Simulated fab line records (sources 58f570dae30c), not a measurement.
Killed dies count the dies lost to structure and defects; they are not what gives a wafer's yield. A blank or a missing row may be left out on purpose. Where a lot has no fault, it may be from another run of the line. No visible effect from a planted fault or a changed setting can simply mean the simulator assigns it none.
A lot that was struck, set against a sound lot ; flow berkeley-cmos170 ; 22 steps out of a route of 331
Sound: these wafers, L971.2, L971.5, L971.6. Wafers L985.1, L985.5, L985.6 were the ones struck. The cause is named last.
For every step that has rows: the tool of each side, followed by ch and its chambers, followed by its first start. Under that, the readings that differ: sound wafers ; struck wafers ; difference of the means ; sigmas: that difference in standard deviations of wafers without a fault.
alike: readings with means less than 2 such deviations apart, plus words and numbers identical on both sides. not compared: withheld readings, readings lacking a value on some wafer, bounds such as >300 that could conceal the same value, and numbers that have no deviation in the record and whose values overlap.
Wherever a step has rows on one side only, a row that says differs or no value, or a row with sigmas, the two part there. Numbers that don't overlap but have no deviation are shown without sigmas and don't part them. A reading missing from all wafers of one side parts the sides only when that side holds two or more wafers.

first, 3 steps without rows for these wafers: UCB170_FIELD_WET_ETCH_04 (etches SiO2 in dHF, time 60 s); UCB170_FIELD_WET_ETCH_05 (etches Si3N4 in H3PO4, time 12600 s); UCB170_FIELD_WET_ETCH_06 (etches SiO2 in BOE, time 22 s).
UCB170_FIELD_THK_MEAS_90:
  sound on film-metro-04, day 6 12:15; struck on film-metro-03, day 8 20:16
  alike: FIELD_OXIDE_LEFT_1_THK
then, 2 steps without rows for these wafers: UCB170_SACOX_CLEAN_00 (cleans in dHF, time 7.5 s); UCB170_SACOX_OXIDATION_01 (target thk 14.4 nm, ox time 2400 s).
UCB170_SACOX_THK_MEAS_02:
  sound on film-metro-03, day 6 17:38; struck on film-metro-03, day 9 02:05
  alike: SACOX_OXIDE_THK
then, 2 steps without rows for these wafers: UCB170_SCREENOX_WET_ETCH_00 (etches SiO2 in dHF, time 200 s); UCB170_SCREENOX_OXIDATION_01 (target thk 14.4 nm, ox time 2400 s).
UCB170_SCREENOX_THK_MEAS_02:
  sound on film-metro-04, day 6 22:08; struck on film-metro-01, day 9 08:25
reading;sound;struck;difference;sigmas
SCREENOX_OXIDE_THK (nm);14.09 14.05 13.97;14.78 14.65 14.52;+0.61;+2
then, 2 steps without rows for these wafers: UCB170_SCREENOX_ANNEAL_03 (time 900 s); UCB170_NVT_HMDS_00 (prime time 60 s).
UCB170_NVT_COAT_01: resist thk 900 nm.
  sound on litho-track-04 ch 0, day 7 03:00; struck on litho-track-04 ch 0, day 9 15:49
reading;sound;struck;difference;sigmas
spin-speed-rpm (rpm);1498.4 1502.1 1499.4;1891.1 1892.2 1891.2;+391.5;+99 or more
model.KrF_of_NVT_COAT_01.thk-nm (nm);897.1 900.3 899.6;802 802 800.7;-97;
then, 3 steps without rows for these wafers: UCB170_NVT_SOFTBAKE_02 (time 60 s); UCB170_NVT_EXPOSE_03 (exposes mask PWELL, target cd 3000 nm); UCB170_NVT_PEB_04.
UCB170_NVT_DEVELOP_05: develop time 45 s.
  sound: litho-track-02 ch 0; struck: litho-track-01 ch 0
reading;sound;struck;difference;sigmas
model.KrF_of_NVT_COAT_01.thk-nm (nm);882.9 886.1 885.4;787.7 787.8 786.5;-97.5;
UCB170_NVT_OVL_MEAS_06:
  sound on overlay-01, day 7 03:44; struck on overlay-02, day 9 17:29
  alike: NVT_OVL
then, 1 step without rows for these wafers: UCB170_NVT_IMPLANT_07.
UCB170_NVT_STRIP_08: strips in O2.
  sound on plasma-asher-03 ch 0,1, day 7 03:55; struck on plasma-asher-01 ch 0,1, day 9 17:41
reading;sound;struck;difference;sigmas
strip-time-to-endpoint-s (s);21.55 21.63 21.61;19.28 19.28 19.25;-2.33;-37
  alike: drypump-motor-current-A, o2-flow-sccm, oes-product-au
  not compared: rf-hours-counter-h
UCB170_NVT_TW_MEAS_09:
  sound on film-metro-04, day 7 04:02; struck on film-metro-01, day 9 17:47
  alike: NVT_TW
-- the record jumps here: 2 days lie between the struck wafers' starts before and after (it left off in module NVT and takes up again in module M3, whose first step shown is number 331 of the route) --
UCB170_M3_PROBE_99:
  record: rows for the struck wafers here (prober-01, day 11 23:55), none for the sound ones

== WHERE THEY PART ==
Earliest at UCB170_SCREENOX_THK_MEAS_02; latest, in this record, at UCB170_M3_PROBE_99.

WHY: what the simulator had put in
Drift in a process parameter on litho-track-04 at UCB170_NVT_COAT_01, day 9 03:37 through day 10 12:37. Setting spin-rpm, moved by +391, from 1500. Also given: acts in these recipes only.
